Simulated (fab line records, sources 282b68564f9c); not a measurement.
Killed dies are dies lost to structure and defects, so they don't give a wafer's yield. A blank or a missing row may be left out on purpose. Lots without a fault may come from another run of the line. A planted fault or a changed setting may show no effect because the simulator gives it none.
Which tool did it? | flow rit_cmos | 14 lots, 42 wafers sampled, at 5 steps of a route of 202

WHAT THE GAUGES READ, wafer by wafer
RIT_GATE_THK_MEAS_09. Usual: GATE_POLY_THK 251.1 nm, standard deviation 1.8.
lot  | measured    | on            | GATE_POLY_THK (nm) | flag
L248 | day 2 11:38 | film_metro-01 | 253.1 252.0 250.5  |
L249 | day 2 17:34 | film_metro-01 | 249.8 246.7 247.5  |
L253 | day 3 12:18 | film_metro-01 | 250.0 251.5 249.7  |
L254 | day 3 17:40 | film_metro-03 | 249.6 250.2 248.0  |
L255 | day 3 22:25 | film_metro-03 | 249.9 248.8 249.4  |
L256 | day 4 04:28 | film_metro-01 | 248.3 248.5 250.0  |
L258 | day 4 13:33 | film_metro-01 | 251.6 253.0 252.5  |
L259 | day 4 17:58 | film_metro-01 | 249.3 252.9 250.6  |
L260 | day 5 01:10 | film_metro-02 | 250.7 251.4 250.4  |
L262 | day 5 09:16 | film_metro-03 | 251.7 253.2 252.5  |
L263 | day 5 14:00 | film_metro-03 | 252.1 253.7 252.9  |
L265 | day 6 02:02 | film_metro-03 | 250.5 250.1 249.0  |
L267 | day 6 10:25 | film_metro-01 | 254.4 252.4 252.8  |
L271 | day 7 07:27 | film_metro-03 | 253.6 252.5 251.7  |

RIT_GATE_CD_MEAS_16: target cd 150 nm. Usual: cd_nm 150.1 nm, standard deviation 2.9.
lot  | measured    | on        | cd_nm (nm)        | flag
L248 | day 2 12:47 | cd_sem-02 | 148.9 148.5 150.1 |
L249 | day 2 18:29 | cd_sem-02 | 156.0 153.8 152.3 |
L253 | day 3 13:13 | cd_sem-02 | 149.2 151.1 147.8 |
L254 | day 3 18:45 | cd_sem-01 | 150.7 149.9 151.2 |
L255 | day 3 23:19 | cd_sem-01 | 146.6 145.2 145.4 |
L256 | day 4 05:23 | cd_sem-01 | 149.2 150.7 152.9 |
L258 | day 4 14:32 | cd_sem-02 | 147.3 148.6 147.8 |
L259 | day 4 19:00 | cd_sem-01 | 147.6 149.1 148.1 |
L260 | day 5 02:07 | cd_sem-02 | 149.8 149.1 149.2 |
L262 | day 5 10:22 | cd_sem-01 | 154.4 154.3 155.0 |
L263 | day 5 14:56 | cd_sem-02 | 151.1 153.1 152.2 |
L265 | day 6 02:57 | cd_sem-01 | 149.6 147.9 152.8 |
L267 | day 6 11:27 | cd_sem-01 | 151.6 150.1 150.0 |
L271 | day 7 08:30 | cd_sem-01 | 151.5 153.5 152.0 |

RIT_SDANNEAL_RS_MEAS_04: measures by four-point-probe. Usual: PSD_RS 115.9 ohm/sq, standard deviation 0.33.
lot  | measured    | on            | PSD_RS (ohm/sq)   | flag
L248 | day 3 01:28 | film_metro-04 | 115.4 115.5 116.0 |
L249 | day 3 07:19 | film_metro-04 | 115.1 115.4 115.5 |
L253 | day 4 02:10 | film_metro-04 | 115.8 115.8 116.0 |
L254 | day 4 07:41 | film_metro-04 | 116.5 116.8 116.3 |
L255 | day 4 12:14 | film_metro-04 | 115.7 116.2 116.0 |
L256 | day 4 18:02 | film_metro-03 | 116.2 116.1 115.7 |
L258 | day 5 03:29 | film_metro-04 | 116.0 116.1 116.1 |
L259 | day 5 08:02 | film_metro-04 | 115.6 115.4 115.3 |
L260 | day 5 14:49 | film_metro-03 | 115.8 115.8 115.7 |
L262 | day 5 23:48 | film_metro-03 | 116.0 116.3 116.2 |
L263 | day 6 03:41 | film_metro-04 | 115.9 115.9 116.1 |
L265 | day 6 15:37 | film_metro-04 | 115.8 115.9 115.4 |
L267 | day 7 00:10 | film_metro-03 | 116.5 116.6 116.2 |
L271 | day 7 21:44 | film_metro-04 | 116.2 115.8 115.5 |

RIT_M1_CD_MEAS_90: target cd 2600 nm. Usual: cd_nm 2599 nm, standard deviation 3.4.
lot  | measured    | on        | cd_nm (nm)     | flag
L248 | day 3 07:11 | cd_sem-01 | 2597 2595 2595 |
L249 | day 3 12:57 | cd_sem-01 | 2597 2600 2595 |
L253 | day 4 07:48 | cd_sem-02 | 2600 2602 2601 |
L254 | day 4 13:16 | cd_sem-02 | 2594 2595 2595 |
L255 | day 4 18:02 | cd_sem-01 | 2599 2602 2605 |
L256 | day 4 23:43 | cd_sem-01 | 2606 2604 2603 |
L258 | day 5 09:28 | cd_sem-01 | 2605 2605 2604 |
L259 | day 5 13:50 | cd_sem-02 | 2601 2599 2601 |
L260 | day 5 20:26 | cd_sem-01 | 2594 2593 2593 |
L262 | day 6 05:35 | cd_sem-01 | 2598 2602 2600 |
L263 | day 6 09:27 | cd_sem-01 | 2597 2598 2599 |
L265 | day 6 21:25 | cd_sem-01 | 2579 2576 2576 | OFF
L267 | day 7 05:52 | cd_sem-01 | 2584 2581 2584 | OFF
L271 | day 8 03:19 | cd_sem-01 | 2605 2603 2606 |

WHICH TOOL RAN EACH LOT (tool, then ch and the chambers of the sampled wafers, then the start)
lot  | RIT_M1_METAL_ETCH_12
L248 | rie_metal-03 ch 0,1, day 3 06:40
L249 | rie_metal-04 ch 0,1, day 3 12:26
L253 | rie_metal-02 ch 0,1, day 4 07:16
L254 | rie_metal-03 ch 0,1, day 4 12:43
L255 | rie_metal-04 ch 0,1, day 4 17:31
L256 | rie_metal-02 ch 0,1, day 4 23:11
L258 | rie_metal-04 ch 1, day 5 08:45
L259 | rie_metal-02 ch 0,1, day 5 13:17
L260 | rie_metal-03 ch 0,1, day 5 19:55
L262 | rie_metal-02 ch 0,1, day 6 05:02
L263 | rie_metal-03 ch 0,1, day 6 08:57
L265 | rie_metal-03 ch 0,1, day 6 20:43
L267 | rie_metal-03 ch 0,1, day 7 05:22
L271 | rie_metal-04 ch 0,1, day 8 02:47
- RIT_M1_METAL_ETCH_12: etches Al in Cl2/BCl3, stops on SiO2, time 165 s, target depth 600 nm.

WHAT THE TOOLS THEMSELVES READ (means of the sampled wafers that have a number; where no wafer has one, the mark that the record gives instead)
RIT_M1_METAL_ETCH_12. Usual: drypump_motor_current_A 5.5 A, standard deviation 0.49; oes_product_au 0.777 a.u., standard deviation 0.014; throttle_valve_pct 8.32 %, standard deviation 0.11.
lot  | tool         | drypump_motor_current_A (A) | oes_product_au (a.u.) | throttle_valve_pct (%) | flag
L248 | rie_metal-03 | 5.2                         | 0.778                 | 8.32                   |
L249 | rie_metal-04 | 5.2                         | 0.785                 | 8.42                   |
L253 | rie_metal-02 | 5.6                         | 0.778                 | 8.14                   |
L254 | rie_metal-03 | 5.2                         | 0.778                 | 8.33                   |
L255 | rie_metal-04 | 5.5                         | 0.771                 | 8.44                   |
L256 | rie_metal-02 | 5.6                         | 0.775                 | 8.14                   |
L258 | rie_metal-04 | 5.8                         | 0.757                 | 8.46                   |
L259 | rie_metal-02 | 5.6                         | 0.776                 | 8.14                   |
L260 | rie_metal-03 | 5.6                         | 0.770                 | 8.32                   |
L262 | rie_metal-02 | 5.7                         | 0.772                 | 8.14                   |
L263 | rie_metal-03 | 5.6                         | 0.776                 | 8.32                   |
L265 | rie_metal-03 | 5.3                         | 0.787                 | 8.33                   |
L267 | rie_metal-03 | 5.6                         | 0.775                 | 8.33                   |
L271 | rie_metal-04 | 5.5                         | 0.774                 | 8.44                   |

THE ANSWER, worked out from the rows above alone
Rule: a lot is off if the mean of its wafers that have a number lies more than 3 standard deviations from the usual mean. A lot without any number at a reading at which 4 lots or more have one is off too. The other lots that the step has rows for count as sound. The gauges are gone through in route order, then the tools' own readings, and for those a lot's mean is taken as printed above. The first step at which some lot is off is used, and at that step the reading that is off furthest; a lot without a number counts as furthest.
Off: L265, L267, at RIT_M1_CD_MEAS_90 (cd_nm).
A tool fits if, at a process step before that reading, it ran every lot that is off, and no sound lot after the first of them. The gauges at RIT_M1_CD_MEAS_90 are tried like those tools. One fits: rie_metal-03 at RIT_M1_METAL_ETCH_12. Its last sound lot is L263 (day 6 08:57), its first lot that is off L265 (day 6 20:43): a fault that began between those two fits.

WHAT THE SIMULATOR HAD PUT IN
Process parameter drift: rie_metal-03, from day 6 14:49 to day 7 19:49, at RIT_M1_METAL_ETCH_12. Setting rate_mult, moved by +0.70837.
Lots struck among those shown: L265, L267. The rule above found the same.
